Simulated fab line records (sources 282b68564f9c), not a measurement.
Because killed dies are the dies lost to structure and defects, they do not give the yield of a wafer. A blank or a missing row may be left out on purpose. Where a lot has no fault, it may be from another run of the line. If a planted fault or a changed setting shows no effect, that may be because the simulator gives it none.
Problem report, 8D (eight disciplines) form, completed by code | flow ritCmos | the parts of the form that need people (team, actions taken, sign-off) are left out

1. PROBLEM STATEMENT
Mean ACTIVE_OXIDE_THK at RIT_ACTIVE_THK_MEAS_02: 41.5 nm over 6 wafers in 2 lots; fault-free wafers: 46.7 nm, standard deviation 0.76. That puts it -6.9 standard deviations away from the usual mean.
Seen first at day 3 21:15 on filmMetro-02, wafer L804.1. The record holds 42 wafers of 14 lots with a number at this step. Rule for "out", or "out of limits": more than 4 standard deviations from the usual mean. All remaining wafers that have a number are taken as sound.

2. WHAT IT IS AND WHAT IT IS NOT
question                    | is                         | is not
which readings at this step | ACTIVE_OXIDE_THK           | -
which lots                  | L804, L805                 | L793, L795, L796, L797, L798, L799, L800, L802, L803, L810, L814, L816
which wafers of those lots  | all that have a number     | -
read on which gauges        | filmMetro-02, filmMetro-04 | filmMetro-01
when                        | from day 3 21:15           | up to then (27 sound wafers); but 9 sound wafers of L810, L814, L816 came after

3. THE SUSPECTS, EACH WITH WHAT RULES IT OUT
Counting: a tool stays on the suspect list if, at a process step up to the reading, it processed all lots that are out and no sound lot following the first of them.
- ruled out: the gauge at RIT_ACTIVE_THK_MEAS_02. Those wafers that are out were read across 2 gauges (filmMetro-02, filmMetro-04).
- furnace-03 at RIT_ACTIVE_OXIDATION_01 (target thk 46.8 nm, ox time 3360 s): kept. All lots that are out passed through it, beginning with L804 at day 3 19:19, and no sound lot followed; its final sound lot before that point was L803 at day 3 12:07. On those wafers its own readings are out: spikeTcCentreC.
The count leaves furnace-03 at RIT_ACTIVE_OXIDATION_01.

4. THE CAUSE (what the simulator had put in)
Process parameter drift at RIT_ACTIVE_OXIDATION_01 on furnace-03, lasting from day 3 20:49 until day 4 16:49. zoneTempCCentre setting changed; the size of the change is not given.
The count eliminated every tool but this one.

5. SEQUENCE OF EFFECTS, ordered by route
Each row: a reading where the mean over the struck wafers with a number is more than 3 standard deviations away from the usual. Readings are gone through only where the record gives a usual standard deviation; hours: the median, over the lots, of the time from a lot's start at the first step in this table giving one to that lot's start at this step; sigmas: the change measured in usual standard deviations.
hours | step                    | reading            | usual    | on struck wafers | change | sigmas
0     | RIT_ACTIVE_OXIDATION_01 | spikeTcCentreC     | 1001.9 C | 982.7            | -19.2  | -19
0     | RIT_ACTIVE_OXIDATION_01 | zonePowerSourcePct | 35.7 %   | 38.1             | +2.4   | +3.5
2     | RIT_ACTIVE_THK_MEAS_02  | ACTIVE_OXIDE_THK   | 46.7 nm  | 41.5             | -5.2   | -6.9
Process steps it contains:
- RIT_ACTIVE_OXIDATION_01: target thk 46.8 nm, ox time 3360 s.

6. WHAT WOULD HAVE CAUGHT IT SOONER
In this record the first reading out of limits at a measuring or inspecting step was taken at day 3 21:15, 0 hours after the fault began at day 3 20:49.
The tool's own readings at RIT_ACTIVE_OXIDATION_01 were out on every struck wafer that the step has a row for (spikeTcCentreC): an alarm limit on them would have fired on the first of those.
Of the lots that are out (2), L805 began RIT_ACTIVE_OXIDATION_01 on furnace-03 after day 3 21:15. A tool hold placed at that time would have kept it from harm.
